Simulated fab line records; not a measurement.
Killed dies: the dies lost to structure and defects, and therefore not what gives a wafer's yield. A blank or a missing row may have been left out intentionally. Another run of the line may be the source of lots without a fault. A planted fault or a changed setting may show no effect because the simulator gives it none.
What tool caused it?	flow berkeleyCmos170	14 lots with 42 wafers sampled at 6 steps, on a route of 331 steps

## WHAT THE GAUGES SHOWED, per wafer
UCB170_PLDD_CD_MEAS_06: the cd target is 1200 nm. Usual: cdNm reads 1200.3 nm (standard deviation 1.4).
lot	measured	on	cdNm (nm)	flag
L607	day 6 11:46	cdSem-01	1199.8 1201.0 1200.2	
L611	day 7 00:26	cdSem-01	1201.9 1201.6 1201.7	
L608	day 7 00:42	cdSem-01	1200.6 1199.9 1200.9	
L610	day 7 00:59	cdSem-01	1200.5 1200.5 1200.6	
L609	day 7 01:04	cdSem-02	1201.6 1201.7 1202.8	
L613	day 7 10:22	cdSem-02	1200.6 1201.0 1201.2	
L616	day 8 00:23	cdSem-02	1199.2 1201.4 1200.4	
L619	day 8 21:18	cdSem-01	1204.2 1204.5 1202.3	
L620	day 8 22:02	cdSem-01	1198.8 1199.6 1199.0	
L621	day 9 02:42	cdSem-01	1199.5 1199.7 1199.5	
L625	day 10 04:39	cdSem-02	1197.8 1198.0 1198.6	
L628	day 10 19:14	cdSem-02	1199.9 1200.4 1201.2	
L629	day 10 19:29	cdSem-01	1201.6 1201.5 1201.7	
L630	day 11 03:14	cdSem-02	1200.5 1200.9 1198.9	

UCB170_SDANNEAL_RS_MEAS_03: a four-point-probe measurement. Usual: NSD_RS typically reads 37.27 ohm/sq, with standard deviation 0.088.
lot	measured	on	NSD_RS (ohm/sq)	flag
L607	day 7 05:08	filmMetro-03	37.15 37.12 37.27	
L611	day 7 13:20	filmMetro-03	37.27 37.28 37.19	
L608	day 7 12:54	filmMetro-01	37.26 37.36 37.26	
L610	day 7 12:56	filmMetro-04	37.28 37.31 37.38	
L609	day 7 13:41	filmMetro-01	37.25 37.15 37.18	
L613	day 7 23:19	filmMetro-04	37.48 37.40 37.41	
L616	day 8 13:34	filmMetro-03	37.30 37.34 37.22	
L619	day 9 10:43	filmMetro-01	38.31 38.29 38.29	OFF
L620	day 9 11:02	filmMetro-04	37.34 37.38 37.41	
L621	day 9 13:54	filmMetro-04	38.18 38.23 38.20	OFF
L625	day 10 16:49	filmMetro-03	37.20 37.19 37.24	
L628	day 11 09:56	filmMetro-01	37.13 37.11 37.20	
L629	day 11 09:56	filmMetro-03	37.13 37.27 37.22	
L630	day 11 17:04	filmMetro-04	37.45 37.36 37.33	

UCB170_CONTACT_OVL_MEAS_16. Usual: CONTACT_OVL typically reads -1 nm, with standard deviation 5.1.
lot	measured	on	CONTACT_OVL (nm)	flag
L607	day 7 11:20	overlay-02	-12 -14 -12	
L611	day 7 18:37	overlay-02	2 5 4	
L608	day 7 17:26	overlay-02	11 0 3	
L610	day 7 18:20	overlay-01	-3 -2 -4	
L609	day 7 19:34	overlay-01	2 0 -1	
L613	day 8 06:30	overlay-02	-2 -11 -5	
L616	day 8 18:55	overlay-01	-2 -4 -3	
L619	day 9 15:41	overlay-02	0 5 4	
L620	day 9 16:14	overlay-02	1 -1 -1	
L621	day 9 19:50	overlay-01	1 -1 -3	
L625	day 10 22:33	overlay-02	-1 3 4	
L628	day 11 15:42	overlay-01	3 -2 1	
L629	day 11 15:23	overlay-01	-2 0 3	
L630	day 11 22:26	overlay-02	-3 -4 -5	

## WHICH TOOL RAN EACH LOT (tool, then ch and the chambers of the sampled wafers, then the start)
lot	UCB170_NSD_IMPLANT_08	UCB170_NSD_STRIP_09	UCB170_SILICIDE_RTA_04
L607	implanter-02 ch 0, day 7 03:32	plasmaAsher-04 ch 0,1, day 7 03:41	rtpAnneal-01 ch 0, day 7 05:47
L611	implanter-02 ch 0, day 7 11:36	plasmaAsher-03 ch 1, day 7 11:45	rtpAnneal-01 ch 0, day 7 13:58
L608	implanter-02 ch 0, day 7 11:02	plasmaAsher-04 ch 0,1, day 7 11:10	rtpAnneal-01 ch 0, day 7 13:32
L610	implanter-04 ch 0, day 7 11:07	plasmaAsher-01 ch 0,1, day 7 11:15	rtpAnneal-02 ch 0, day 7 13:34
L609	implanter-03 ch 0, day 7 11:39	plasmaAsher-01 ch 0,1, day 7 11:48	rtpAnneal-02 ch 0, day 7 14:19
L613	implanter-04 ch 0, day 7 21:04	plasmaAsher-03 ch 0,1, day 7 21:12	rtpAnneal-01 ch 0, day 7 23:59
L616	implanter-04 ch 0, day 8 11:32	plasmaAsher-01 ch 0,1, day 8 11:41	rtpAnneal-01 ch 0, day 8 14:13
L619	implanter-03 ch 0, day 9 09:08	plasmaAsher-03 ch 0,1, day 9 09:17	rtpAnneal-01 ch 0, day 9 11:21
L620	implanter-02 ch 0, day 9 09:27	plasmaAsher-01 ch 0,1, day 9 09:36	rtpAnneal-02 ch 0, day 9 11:41
L621	implanter-03 ch 0, day 9 12:06	plasmaAsher-04 ch 0,1, day 9 12:14	rtpAnneal-01 ch 0, day 9 14:31
L625	implanter-04 ch 0, day 10 15:22	plasmaAsher-01 ch 0,1, day 10 15:31	rtpAnneal-02 ch 0, day 10 17:28
L628	implanter-04 ch 0, day 11 06:37	plasmaAsher-03 ch 0,1, day 11 06:46	rtpAnneal-02 ch 0, day 11 10:35
L629	implanter-04 ch 0, day 11 07:20	plasmaAsher-03 ch 0,1, day 11 07:29	rtpAnneal-01 ch 0, day 11 10:35
L630	implanter-04 ch 0, day 11 15:37	plasmaAsher-03 ch 0,1, day 11 15:46	rtpAnneal-01 ch 0, day 11 17:43
- UCB170_NSD_IMPLANT_08
- UCB170_NSD_STRIP_09: strips in O2.
- UCB170_SILICIDE_RTA_04: time 15.71 s.

## WHAT THE TOOLS THEMSELVES READ (means of the sampled wafers that have a number; where no wafer has one, the mark that the record gives instead)
UCB170_NSD_IMPLANT_08. Usual: doseIonsCm2 3e+15, standard deviation 3.5e+12; faradayCurrentUA 9245, standard deviation 180.
lot	tool	doseIonsCm2	faradayCurrentUA	flag
L607	implanter-02	3e+15	9501	
L611	implanter-02	3e+15	9121	
L608	implanter-02	3e+15	9422	
L610	implanter-04	3e+15	9085	
L609	implanter-03	3e+15	9352	
L613	implanter-04	3e+15	9138	
L616	implanter-04	3e+15	9179	
L619	implanter-03	3e+15	8648	OFF
L620	implanter-02	3e+15	9179	
L621	implanter-03	3e+15	8700	OFF
L625	implanter-04	3e+15	9217	
L628	implanter-04	3e+15	9319	
L629	implanter-04	3e+15	9164	
L630	implanter-04	3e+15	9220	

UCB170_NSD_STRIP_09. Usual: drypumpMotorCurrentA 5.5 A, standard deviation 0.42; oesProductAu 0.534 a.u., standard deviation 0.0047; stripTimeToEndpointS 35.84 s, standard deviation 0.075.
lot	tool	drypumpMotorCurrentA (A)	oesProductAu (a.u.)	stripTimeToEndpointS (s)	flag
L607	plasmaAsher-04	6.0	0.534	35.91	
L611	plasmaAsher-03	4.9	0.537	35.70	
L608	plasmaAsher-04	6.0	0.537	35.78	
L610	plasmaAsher-01	5.3	0.539	35.80	
L609	plasmaAsher-01	5.3	0.532	35.85	
L613	plasmaAsher-03	5.4	0.537	35.80	
L616	plasmaAsher-01	5.3	0.538	35.87	
L619	plasmaAsher-03	5.2	0.538	35.32	OFF
L620	plasmaAsher-01	5.3	0.533	35.73	
L621	plasmaAsher-04	6.0	0.543	35.34	OFF
L625	plasmaAsher-01	5.3	0.535	35.78	
L628	plasmaAsher-03	5.4	0.530	35.90	
L629	plasmaAsher-03	5.4	0.531	35.85	
L630	plasmaAsher-03	5.2	0.537	35.80	

UCB170_SILICIDE_RTA_04. Usual: lampPowerPct 9.6 %, standard deviation 1.1; wafer_temp_C_max 652.7, standard deviation 0.69.
lot	tool	lampPowerPct (%)	wafer_temp_C_max	flag
L607	rtpAnneal-01	8.7	652.7	
L611	rtpAnneal-01	8.7	653.6	
L608	rtpAnneal-01	8.7	653.0	
L610	rtpAnneal-02	10.9	651.9	
L609	rtpAnneal-02	10.9	652.3	
L613	rtpAnneal-01	8.7	653.2	
L616	rtpAnneal-01	8.7	652.5	
L619	rtpAnneal-01	8.7	652.9	
L620	rtpAnneal-02	10.9	652.2	
L621	rtpAnneal-01	8.7	653.4	
L625	rtpAnneal-02	10.9	652.6	
L628	rtpAnneal-02	10.9	652.7	
L629	rtpAnneal-01	8.7	652.6	
L630	rtpAnneal-01	8.7	652.8	

## THE ANSWER, worked out from the rows above alone
Rule: a lot is off if the mean of its wafers that have a number lies more than 3 standard deviations from the usual mean. A lot without any number at a reading at which 4 lots or more have one is off too. All remaining lots with rows at the step are treated as sound. After the gauges, taken in route order, come the tools' own readings; for these a lot's mean is taken, as printed above. At the first step where some lot is off, the reading lying furthest off is the one used; lots without a number count as furthest.
Off: at UCB170_SDANNEAL_RS_MEAS_03 (NSD_RS), L619, L621.
If a tool, at a process step before that reading, ran all the lots that are off and no sound lot after the first of them, it fits. The gauges at UCB170_SDANNEAL_RS_MEAS_03 aren't tried: what is off there is off at UCB170_NSD_IMPLANT_08 too, on other tools, and a gauge's error can't cause that. One fits: UCB170_NSD_IMPLANT_08 on implanter-03. A fault onset in the window from L609 (day 7 11:39, its last sound lot) to L619 (day 9 09:08, its first lot off) fits.

## WHAT THE SIMULATOR HAD INSERTED
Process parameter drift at UCB170_NSD_IMPLANT_08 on implanter-03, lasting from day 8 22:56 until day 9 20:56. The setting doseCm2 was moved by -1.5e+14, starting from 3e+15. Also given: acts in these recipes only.
Shown lots that were struck: L619, L621. Same finding as the rule above.
